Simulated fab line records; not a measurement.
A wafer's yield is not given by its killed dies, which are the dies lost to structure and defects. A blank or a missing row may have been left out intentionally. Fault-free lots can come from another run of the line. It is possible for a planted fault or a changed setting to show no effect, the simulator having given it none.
What tool caused it? / flow berkeleyCmos170 / 42 wafers from 14 lots sampled at 2 of the route's 331 steps

WHAT EACH GAUGE READ, for each wafer
UCB170_PFIELD_TW_MEAS_09.
lot=L891; measured=day 5 03:36; on=filmMetro-02; PFIELD_TW=602 600 601
lot=L892; measured=day 5 03:56; on=filmMetro-02; PFIELD_TW=601 599 600
lot=L893; measured=day 5 07:55; on=filmMetro-02; PFIELD_TW=743 747 747 743 742 746
lot=L894; measured=day 5 07:38; on=filmMetro-04; PFIELD_TW=608 606 603
lot=L904; measured=day 7 09:41; on=filmMetro-04; PFIELD_TW=603 603 606
lot=L901; measured=day 7 10:18; on=filmMetro-04; PFIELD_TW=760 760 757 752 753 756
lot=L905; measured=day 7 12:23; on=filmMetro-02; PFIELD_TW=598 599 601
lot=L907; measured=day 7 15:51; on=filmMetro-04; PFIELD_TW=605 606 607
lot=L908; measured=day 8 11:10; on=filmMetro-03; PFIELD_TW=599 599 597
lot=L909; measured=day 8 11:22; on=filmMetro-02; PFIELD_TW=599 601 597
lot=L910; measured=day 8 11:52; on=filmMetro-02; PFIELD_TW=601 599 597
lot=L912; measured=day 8 21:27; on=filmMetro-03; PFIELD_TW=602 596 599
lot=L913; measured=day 9 00:16; on=filmMetro-02; PFIELD_TW=600 600 598
lot=L914; measured=day 9 00:31; on=filmMetro-03; PFIELD_TW=601 599 600

TOOL THAT RAN EACH LOT (tool first, then ch and the chambers of the sampled wafers, then the start)
lot=L891; UCB170_PFIELD_IMPLANT_07=implanter-04 ch 0, day 5 03:20
lot=L892; UCB170_PFIELD_IMPLANT_07=implanter-04 ch 0, day 5 03:43
lot=L893; UCB170_PFIELD_IMPLANT_07=implanter-02 ch 0, day 5 07:16
lot=L894; UCB170_PFIELD_IMPLANT_07=implanter-04 ch 0, day 5 07:23
lot=L904; UCB170_PFIELD_IMPLANT_07=implanter-02 ch 0, day 7 09:26
lot=L901; UCB170_PFIELD_IMPLANT_07=implanter-01 ch 0, day 7 09:38
lot=L905; UCB170_PFIELD_IMPLANT_07=implanter-04 ch 0, day 7 12:05
lot=L907; UCB170_PFIELD_IMPLANT_07=implanter-04 ch 0, day 7 15:36
lot=L908; UCB170_PFIELD_IMPLANT_07=implanter-02 ch 0, day 8 10:57
lot=L909; UCB170_PFIELD_IMPLANT_07=implanter-01 ch 0, day 8 11:07
lot=L910; UCB170_PFIELD_IMPLANT_07=implanter-04 ch 0, day 8 11:37
lot=L912; UCB170_PFIELD_IMPLANT_07=implanter-04 ch 0, day 8 21:12
lot=L913; UCB170_PFIELD_IMPLANT_07=implanter-02 ch 0, day 9 00:01
lot=L914; UCB170_PFIELD_IMPLANT_07=implanter-01 ch 0, day 9 00:16
- UCB170_PFIELD_IMPLANT_07

WHAT THE TOOLS THEMSELVES READ (means of the sampled wafers that have a number; where no wafer has one, the mark that the record gives instead)
UCB170_PFIELD_IMPLANT_07.
lot=L891; tool=implanter-04; faradayCurrentUA=63.2; tiltDeg (degrees)=7.001
lot=L892; tool=implanter-04; faradayCurrentUA=64.4; tiltDeg (degrees)=6.981
lot=L893; tool=implanter-02; faradayCurrentUA=62.5; tiltDeg (degrees)=7.006
lot=L894; tool=implanter-04; faradayCurrentUA=62.8; tiltDeg (degrees)=6.990
lot=L904; tool=implanter-02; faradayCurrentUA=64.4; tiltDeg (degrees)=6.996
lot=L901; tool=implanter-01; faradayCurrentUA=63.7; tiltDeg (degrees)=7.005
lot=L905; tool=implanter-04; faradayCurrentUA=63.5; tiltDeg (degrees)=7.012
lot=L907; tool=implanter-04; faradayCurrentUA=64.7; tiltDeg (degrees)=7.002
lot=L908; tool=implanter-02; faradayCurrentUA=63.8; tiltDeg (degrees)=6.995
lot=L909; tool=implanter-01; faradayCurrentUA=63.7; tiltDeg (degrees)=6.996
lot=L910; tool=implanter-04; faradayCurrentUA=61.7; tiltDeg (degrees)=7.014
lot=L912; tool=implanter-04; faradayCurrentUA=63.0; tiltDeg (degrees)=6.983
lot=L913; tool=implanter-02; faradayCurrentUA=62.5; tiltDeg (degrees)=6.990
lot=L914; tool=implanter-01; faradayCurrentUA=62.7; tiltDeg (degrees)=7.013

THE ANSWER, worked out from the rows above alone
Rule: what is usual is taken from the lots themselves. The widest of any qualifying gaps counts: lots, ordered by their means at a reading, are off when they make up no more than a third of the lots, leave a main group of 4 or more, and stand apart from it by 3 or more times the standard deviation of that group's means. If all means in a main group match to the digits the tables above print for the reading, that group is not used. A lot without any number at a reading at which 4 lots or more have one is off too. All remaining lots with rows at the step are treated as sound. First the gauges in route order, then the tools' own readings, where a lot's mean is used as printed above. The first step at which some lot is off is used, and at that step the reading that is off furthest; a lot without a number counts as furthest.
Off: L893, L901, at UCB170_PFIELD_TW_MEAS_09 (PFIELD_TW). Main group: mean 601, sd 2.6.
If a tool, at a process step before that reading, ran all the lots that are off and no sound lot after the first of them, it fits. The gauges at UCB170_PFIELD_TW_MEAS_09 are tried like those tools. Of those tried, none fits.

WHAT WAS PUT IN BY THE SIMULATOR
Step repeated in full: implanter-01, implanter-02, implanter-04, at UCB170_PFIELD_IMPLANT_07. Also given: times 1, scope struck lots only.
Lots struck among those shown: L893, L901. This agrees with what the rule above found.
